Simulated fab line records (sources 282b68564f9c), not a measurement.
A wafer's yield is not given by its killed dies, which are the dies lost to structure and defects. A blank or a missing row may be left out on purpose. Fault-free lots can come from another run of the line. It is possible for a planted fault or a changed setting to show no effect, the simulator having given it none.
fab line records | flow rit_cmos
record: lots: 14 | wafers: 42 | last_day: 7
route steps=202 shown NWELL@36 M1@202
lots untouched by any fault: they come from a run of this same line in which no faults occurred
start_h: the number of hours between the record's first day and the start of the first shown wafer of the lot | wait_h: time in hours since the lot's previous step | " the same as in the row above | L1.1+2: several wafers, shown together as one row | - either no value or no given start | * or withheld: withheld | < > ~ a bound
route shown NAME@n: names a module that has steps shown in the file, with the first one's number in the route | usual: the fault-free wafers' mean and standard deviation | same: alike in all rows | chamber/n: place in a boat | sites: each site's reading | _std_site: the values' standard deviation | _edge_site: mean of outer sites minus mean of inner sites | radius_mm: for every site, how far away it sits from the centre of the wafer | mask NAME#n: copy n | behind: the tool/chamber that last shaped the wafer | hold: why the lot went on hold/how many hours it stayed there/how the hold came to an end | device: which transistor (n, p or np) failed to switch | end of line: the same wafers' tests at the end of the route | where a step has no rows: the recipe by itself | killed: at the first sort, the dies lost to defects and structure; wafer yield is something else | map: dies across one wafer; x = killed, . = not, _ = none there
set.NAME: setting as actually run; set.NAME@STEP: the setting as run at that earlier step | model.NAME: the simulator's own value behind a step, which no gauge read
route steps across a sampled set of lots; one table per step, one row per wafer
services: the hour from which a tool's chamber was out of use, counted from the record's first day as start_h (under 0 if before that day), plus the number of hours and why
== steps ==
step: RIT_NWELL_IMPLANT_08
recipe: species: P | energy_kev: 171 | dose_cm2: 5e+13 | tilt_deg: 7
usual: tilt_deg: 6.999/0.019
lot.wafer | tool         | chamber | start_h | wait_h | tilt_deg
L488.1    | implanter-03 | 0       | 29.30   | 0.2    | 6.990
L488.3    | "            | 0       | "       | "      | 7.015
L488.4    | "            | 0       | "       | "      | 6.975
L489.3    | implanter-03 | 0       | 32.48   | 0.2    | 7.002
L489.5    | "            | 0       | "       | "      | 6.990
L489.6    | "            | 0       | "       | "      | 6.988
L491.2    | implanter-03 | 0       | 41.75   | 0.2    | 7.005
L491.3    | "            | 0       | "       | "      | 6.995
L491.5    | "            | 0       | "       | "      | 6.990
L493.2    | implanter-02 | 0       | 52.36   | 0.2    | 7.030
L493.4    | "            | 0       | "       | "      | 7.013
L493.6    | "            | 0       | "       | "      | 7.021
L494.1    | implanter-03 | 0       | 56.59   | 0.2    | 6.966
L494.2    | "            | 0       | "       | "      | 6.972
L494.3    | "            | 0       | "       | "      | 6.980
L495.1    | implanter-02 | 0       | 63.94   | 0.2    | 7.010
L495.5    | "            | 0       | "       | "      | 7.020
L495.6    | "            | 0       | "       | "      | 6.991
L496.2    | implanter-02 | 0       | 68.06   | 0.2    | 7.012
L496.3    | "            | 0       | "       | "      | 7.014
L496.6    | "            | 0       | "       | "      | 7.015
L499.1    | implanter-03 | 0       | 82.39   | 0.2    | 8.459
L499.2    | "            | 0       | "       | "      | 8.476
L499.5    | "            | 0       | "       | "      | 8.448
L500.1    | implanter-01 | 0       | 86.00   | 0.2    | 6.976
L500.4    | "            | 0       | "       | "      | 7.012
L500.6    | "            | 0       | "       | "      | 7.042
L501.1    | implanter-03 | 0       | 92.66   | 0.2    | 8.475
L501.3    | "            | 0       | "       | "      | 8.484
L501.4    | "            | 0       | "       | "      | 8.477
L507.1    | implanter-01 | 0       | 128.43  | 0.2    | 6.999
L507.4    | "            | 0       | "       | "      | 7.006
L507.5    | "            | 0       | "       | "      | 7.025
L508.2    | implanter-02 | 0       | 130.99  | 0.2    | 7.005
L508.3    | "            | 0       | "       | "      | 7.013
L508.4    | "            | 0       | "       | "      | 7.047
L509.1    | implanter-01 | 0       | 131.30  | 0.2    | 6.944
L509.5    | "            | 0       | "       | "      | 7.013
L509.6    | "            | 0       | "       | "      | 6.989
L510.1    | implanter-02 | 0       | 140.19  | 0.2    | 7.001
L510.2    | "            | 0       | "       | "      | 6.987
L510.6    | "            | 0       | "       | "      | 6.988
step: RIT_M1_PROBE_99
usual: killed_at_M0_to_M3: 0.0/0.12 | killed_at_contacts: 0.0/0.2 | killed_at_front_end: 6.6/2.8 | killed_dies: 6.6/2.8 | killed_open: 3.3/1.9 | killed_short: 3.2/1.8
same: gross_dies: 264 | killed_at_M4_up: 0 | killed_at_back_side: 0 | killed_at_other: 0
lot.wafer | tool      | chamber | start_h | wait_h | killed_at_M0_to_M3 | killed_at_contacts | killed_at_front_end | killed_dies | killed_open | killed_short
L493.2    | prober-02 | -       | 88.72   | 0.1    | 0                  | 0                  | 8                   | 8           | 4           | 4
L493.4    | prober-02 | -       | 88.82   | 0.2    | 0                  | 0                  | 8                   | 8           | 3           | 5
L493.6    | prober-02 | -       | 88.92   | 0.2    | 0                  | 1                  | 10                  | 11          | 5           | 6
L494.1    | prober-01 | -       | 93.23   | 0.1    | 0                  | 0                  | 6                   | 6           | 3           | 3
L494.2    | prober-01 | -       | 93.28   | 0.1    | 0                  | 0                  | 9                   | 9           | 4           | 5
L494.3    | prober-01 | -       | 93.33   | 0.2    | 0                  | 0                  | 5                   | 5           | 2           | 2
L495.1    | prober-02 | -       | 102.82  | 0.1    | 0                  | 1                  | 3                   | 4           | 3           | 1
L495.5    | prober-02 | -       | 103.02  | 0.2    | 0                  | 0                  | 6                   | 6           | 3           | 3
L495.6    | prober-02 | -       | 103.07  | 0.2    | 0                  | 0                  | 2                   | 2           | 1           | 1
L496.2    | prober-01 | -       | 105.06  | 0.1    | 0                  | 0                  | 4                   | 4           | 2           | 2
L496.3    | prober-01 | -       | 105.11  | 0.2    | 0                  | 0                  | 7                   | 7           | 5           | 2
L496.6    | prober-01 | -       | 105.26  | 0.2    | 0                  | 0                  | 6                   | 6           | 2           | 4
L499.1    | prober-02 | -       | 119.42  | 0.1    | 0                  | 0                  | 10                  | 10          | 5           | 5
L499.2    | prober-02 | -       | 119.47  | 0.1    | 0                  | 0                  | 7                   | 7           | 3           | 4
L499.5    | prober-02 | -       | 119.62  | 0.2    | 0                  | 0                  | 5                   | 5           | 3           | 2
L507.1    | prober-02 | -       | 167.64  | 0.1    | 0                  | 0                  | 3                   | 3           | 2           | 1
L507.4    | prober-02 | -       | 167.79  | 0.2    | 0                  | 0                  | 8                   | 8           | 4           | 4
L507.5    | prober-02 | -       | 167.84  | 0.2    | 0                  | 0                  | 1                   | 1           | 1           | 0
L509.1    | prober-02 | -       | 174.75  | 0.1    | 0                  | 0                  | 8                   | 8           | 4           | 4
L509.5    | prober-02 | -       | 174.95  | 0.2    | 0                  | 0                  | 8                   | 8           | 3           | 5
L509.6    | prober-02 | -       | 175.00  | 0.2    | 0                  | 0                  | 4                   | 4           | 2           | 2
L510.1    | prober-01 | -       | 178.94  | 0.1    | 0                  | 0                  | 4                   | 4           | 2           | 2
L510.2    | prober-01 | -       | 178.99  | 0.1    | 0                  | 0                  | 2                   | 2           | 2           | 0
L510.6    | prober-01 | -       | 179.19  | 0.2    | 0                  | 0                  | 4                   | 4           | 1           | 3
killed by level:class
L493.2 FOX2:geometric_particle:open=2 FOX1:geometric_particle:short=1 FOX2:geometric_particle:short=1 GATE:geometric_particle:open=1 REOX:geometric_particle:short=1 SPACER:geometric_particle:short=1 SPACER:geometric_particle:open=1
L493.4 SPACER:geometric_particle:short=3 FOX2:geometric_particle:open=2 FOX2:geometric_particle:short=1 SPACER:geometric_particle:open=1 SILICIDE:geometric_particle:short=1
L493.6 SPACER:geometric_particle:open=2 FOX1:geometric_particle:open=1 FOX2:geometric_particle:open=1 FOX2:geometric_particle:short=1 GATE:geometric_particle:short=1 REOX:geometric_particle:short=1 SILICIDE:geometric_particle:open=1 SPACER:geometric_particle:short=1
L494.1 FOX1:geometric_particle:short=2 GATE:geometric_particle:open=2 FOX2:geometric_particle:short=1 SILICIDE:geometric_particle:open=1
L494.2 SPACER:geometric_particle:open=3 FOX1:geometric_particle:short=2 FOX2:geometric_particle:short=1 FOX2:geometric_particle:open=1 REOX:geometric_particle:short=1 SILICIDE:geometric_particle:short=1
L494.3 GATE:geometric_particle:open=2 GATE:geometric_particle:short=1 REOX:geometric_particle:short=1 NWELL:coat_microbubble_printed=1
L495.1 FOX1:geometric_particle:open=1 FOX2:geometric_particle:short=1 SPACER:geometric_particle:open=1 CONTACT:geometric_particle:open=1
L495.5 GATE:geometric_particle:short=2 GATE:geometric_particle:open=2 FOX1:geometric_particle:open=1 FOX1:geometric_particle:short=1
L495.6 REOX:geometric_particle:open=1 SPACER:geometric_particle:short=1
L496.2 SPACER:geometric_particle:short=2 REOX:geometric_particle:open=1 SPACER:geometric_particle:open=1
L496.3 FOX1:geometric_particle:open=2 SPACER:geometric_particle:open=2 FOX2:geometric_particle:open=1 REOX:geometric_particle:short=1 SPACER:geometric_particle:short=1
L496.6 REOX:geometric_particle:short=2 GATE:geometric_particle:short=1 REOX:geometric_particle:open=1 SPACER:geometric_particle:open=1 SPACER:geometric_particle:short=1
L499.1 GATE:geometric_particle:open=4 SPACER:geometric_particle:short=3 FOX1:geometric_particle:short=1 FOX2:geometric_particle:open=1 GATE:geometric_particle:short=1
L499.2 GATE:geometric_particle:short=3 FOX1:geometric_particle:open=1 FOX2:geometric_particle:short=1 FOX2:geometric_particle:open=1 SILICIDE:geometric_particle:open=1
L499.5 FOX2:geometric_particle:open=1 FOX2:geometric_particle:short=1 GATE:geometric_particle:open=1 SPACER:geometric_particle:short=1 SILICIDE:geometric_particle:open=1
L507.1 GATE:geometric_particle:open=1 REOX:geometric_particle:open=1 SPACER:geometric_particle:short=1
L507.4 GATE:geometric_particle:open=2 SILICIDE:geometric_particle:short=2 FOX2:geometric_particle:open=1 GATE:geometric_particle:short=1 REOX:geometric_particle:short=1 SPACER:geometric_particle:open=1
L507.5 SILICIDE:geometric_particle:open=1
L509.1 SPACER:geometric_particle:short=2 SPACER:geometric_particle:open=2 GATE:geometric_particle:open=1 REOX:geometric_particle:short=1 REOX:geometric_particle:open=1 SILICIDE:geometric_particle:short=1
L509.5 GATE:geometric_particle:short=2 GATE:geometric_particle:open=2 FOX1:geometric_particle:short=1 REOX:geometric_particle:short=1 SPACER:geometric_particle:short=1 SPACER:geometric_particle:open=1
L509.6 GATE:geometric_particle:open=2 REOX:geometric_particle:short=1 SPACER:geometric_particle:short=1
L510.1 FOX2:geometric_particle:short=1 FOX2:geometric_particle:open=1 SPACER:geometric_particle:short=1 SILICIDE:geometric_particle:open=1
L510.2 GATE:geometric_particle:open=1 SPACER:geometric_particle:open=1
L510.6 GATE:geometric_particle:short=2 FOX2:geometric_particle:open=1 SPACER:geometric_particle:short=1
== services ==
tool         | chamber | start_h | hours | kind
implanter-02 | -       | 19.57   | 3.2   | repair
implanter-01 | -       | 19.88   | 58.4  | repair
implanter-02 | -       | 106.58  | 0.5   | repair
implanter-03 | -       | 111.90  | 3.0   | pm
implanter-03 | -       | 115.48  | 6.8   | pm
== key ==
first_sign: step: RIT_NWELL_IMPLANT_08 | reading: tilt_deg | direction: up | sigmas: 79 | usual: 6.999 | struck: 8.470
effect none on later readings
met_at RIT_NWELL_IMPLANT_08
struck_lots L499,L501
tester_left_out L499,L501
onset_between 56.59 82.39
fault: kind: process_parameter_drift | tool: implanter-03 | chamber: - | onset_h: 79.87 | steps: RIT_NWELL_IMPLANT_08 | channel: tilt_deg | offset: 1.4619 | shape: step | end_h: 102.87 | acts_in: these_recipes_only | stated: 7
tester_left_out: of these lots the tester's yield and bins aren't shown, on N5 and GAA mostly nor the transistor test; their killed dies are dies lost to structure and defects alone, not to doping, threshold or leakage, so they don't give the yield
